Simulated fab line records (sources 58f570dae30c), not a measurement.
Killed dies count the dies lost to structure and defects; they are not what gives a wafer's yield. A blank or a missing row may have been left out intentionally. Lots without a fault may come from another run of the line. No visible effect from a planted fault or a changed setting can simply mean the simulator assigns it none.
Comparing a struck lot with a sound one / flow berkeley-cmos170 / 27 out of 331 route steps
Sound: wafers L430.1, L430.2, L430.6. Wafers struck: L440.1, L440.3, L440.4. At the end, the cause is stated.
Per side, at each step with rows, come the tool, then ch with its chambers, and then its first start. Under that, the readings that differ: sound wafers / struck wafers / difference of the means / sigmas: that difference in standard deviations of wafers without a fault.
alike: readings with means less than 2 such deviations apart, plus words and numbers identical on both sides. not compared: withheld readings, readings lacking a value on some wafer, bounds such as >300 that could conceal the same value, and numbers that have no deviation in the record and whose values overlap.
Wherever a step has rows on one side only, a row that says differs or no value, or a row with sigmas, the two part there. Non-overlapping numbers with no deviation appear without sigmas and do not part them. A reading that every wafer of one side lacks parts them only if that side has two wafers or more.

first, 6 steps without rows for these wafers: UCB170_M2_COAT_09; UCB170_M2_COAT_10 (resist thk 900 nm); UCB170_M2_SOFTBAKE_11 (time 60 s); UCB170_M2_EXPOSE_12 (exposes mask METAL2, target cd 700 nm); UCB170_M2_PEB_13; UCB170_M2_DEVELOP_14 (develop time 45 s).
UCB170_M2_CD_MEAS_15: the cd target is 700 nm.
  sound: cd-sem-02 at day 9 17:28; struck: cd-sem-01 at day 11 03:05
  alike: cd-nm
UCB170_M2_OVL_MEAS_16:
  sound: overlay-01 at day 9 17:35; struck: overlay-01 at day 11 03:13
  alike: M2_OVL
UCB170_M2_ETCH_17: etches BARC in N2/H2.
  sound on rie-diel-03 ch 0,1,2, day 9 17:38; struck on rie-diel-01 ch 0,1,2, day 11 03:14
  alike: chamber-pressure-mTorr, drypump-motor-current-A, oes-product-au, throttle-valve-pct
UCB170_M2_METAL_ETCH_18: etches Al in Cl2/BCl3, stops on SiO2, target depth 1170 nm, time 195 s.
  sound on rie-metal-04 ch 0,1, day 9 17:40; struck on rie-metal-02 ch 0, day 11 03:17
reading=oes-product-au (a.u.); sound=0.861 0.880 0.883; struck=0.841 0.846 0.844; difference=-0.031; sigmas=-3
  alike: chamber-pressure-mTorr, drypump-motor-current-A, throttle-valve-pct
  not compared: rf-hours-counter-h
UCB170_M2_STRIP_19: strips in O2.
  sound on plasma-asher-04 ch 0,1, day 9 17:52; struck on plasma-asher-04 ch 0,1, day 11 03:40
  alike: chamber-pressure-mTorr, drypump-motor-current-A, oes-product-au
  not compared: rf-hours-counter-h
UCB170_M2_CD_MEAS_90: the cd target is 700 nm.
  sound: cd-sem-02 at day 9 17:58; struck: cd-sem-01 at day 11 03:46
  alike: cd-nm
UCB170_V2_CVD_00: deposits SiO2 from TEOS/O2, target thk 2000 nm, time 250 s.
  sound on pecvd-04 ch 0,1, day 9 18:05; struck on pecvd-04 ch 0,2, day 11 03:53
  no value came back on the struck wafers for heater-power-w (W), pressure-mtorr (mTorr); on the sound wafers heater-power-w (W) reads 291 334 258
UCB170_V2_CMP_02: polishes SiO2.
  sound on cmp-02 ch 0,1,3, day 9 18:20; struck on cmp-02 ch 0,2,3, day 11 04:06
  alike: head-pressure-psi, motor-current-A
UCB170_V2_BOW_MEAS_03:
  sound: film-metro-03 at day 9 18:35; struck: film-metro-04 at day 11 04:24
reading=V2_BOW (um); sound=39 35 39; struck=13 15 10; difference=-25; sigmas=-3
then, 7 steps without rows for these wafers: UCB170_V2_CLEAN_05 (cleans in DIW); UCB170_V2_HMDS_06 (prime time 60 s); UCB170_V2_COAT_07 (resist thk 900 nm); UCB170_V2_SOFTBAKE_08 (time 60 s); UCB170_V2_EXPOSE_09 (exposes mask VIA2, target cd 700 nm); UCB170_V2_PEB_10; UCB170_V2_DEVELOP_11 (develop time 45 s).
UCB170_V2_CD_MEAS_12: the cd target is 700 nm.
  sound: cd-sem-02 at day 9 19:53; struck: cd-sem-01 at day 11 06:46
  alike: cd-nm
UCB170_V2_OVL_MEAS_13:
  sound: overlay-02 at day 9 20:00; struck: overlay-01 at day 11 06:53
  alike: V2_OVL
UCB170_V2_ETCH_14: etches SiO2 in CHF3/CF4/Ar, stops on Al, target depth 1250 nm, time 291 s.
  sound on rie-diel-01 ch 0,2, day 9 20:02; struck on rie-diel-02 ch 0,2,3, day 11 06:56
reading=oes-product-au (a.u.); sound=0.875 0.900 0.904; struck=0.377 0.372 0.384; difference=-0.515; sigmas=-43
reading=throttle-valve-pct (%); sound=7.07 7.15 7.16; struck=6.86 6.87 6.67; difference=-0.33; sigmas=-3
reading=model.etch.depth-nm (nm); sound=999.6 999.3 999.2; struck=0 0 0; difference=-999; sigmas=
  alike: chamber-pressure-mTorr, drypump-motor-current-A
  not compared: rf-hours-counter-h, model.V2.feature-depth-nm
UCB170_V2_STRIP_15: strips in O2.
  sound on plasma-asher-04 ch 0,1, day 9 20:13; struck on plasma-asher-02 ch 0,1, day 11 07:06
  alike: chamber-pressure-mTorr, drypump-motor-current-A, oes-product-au, strip-time-to-endpoint-s
  not compared: rf-hours-counter-h
UCB170_V2_CD_MEAS_90: the cd target is 700 nm.
  sound: cd-sem-02 at day 9 20:19; struck: cd-sem-01 at day 11 07:12
reading=cd-nm (nm); sound=699.8 698.5 698.2; struck=- - -; difference=no value on the struck wafers; sigmas=

## WHERE THEY PART
Last at UCB170_V2_CD_MEAS_90 as far as this record goes, first at UCB170_M2_METAL_ETCH_18.

WHY: whatever the simulator had introduced
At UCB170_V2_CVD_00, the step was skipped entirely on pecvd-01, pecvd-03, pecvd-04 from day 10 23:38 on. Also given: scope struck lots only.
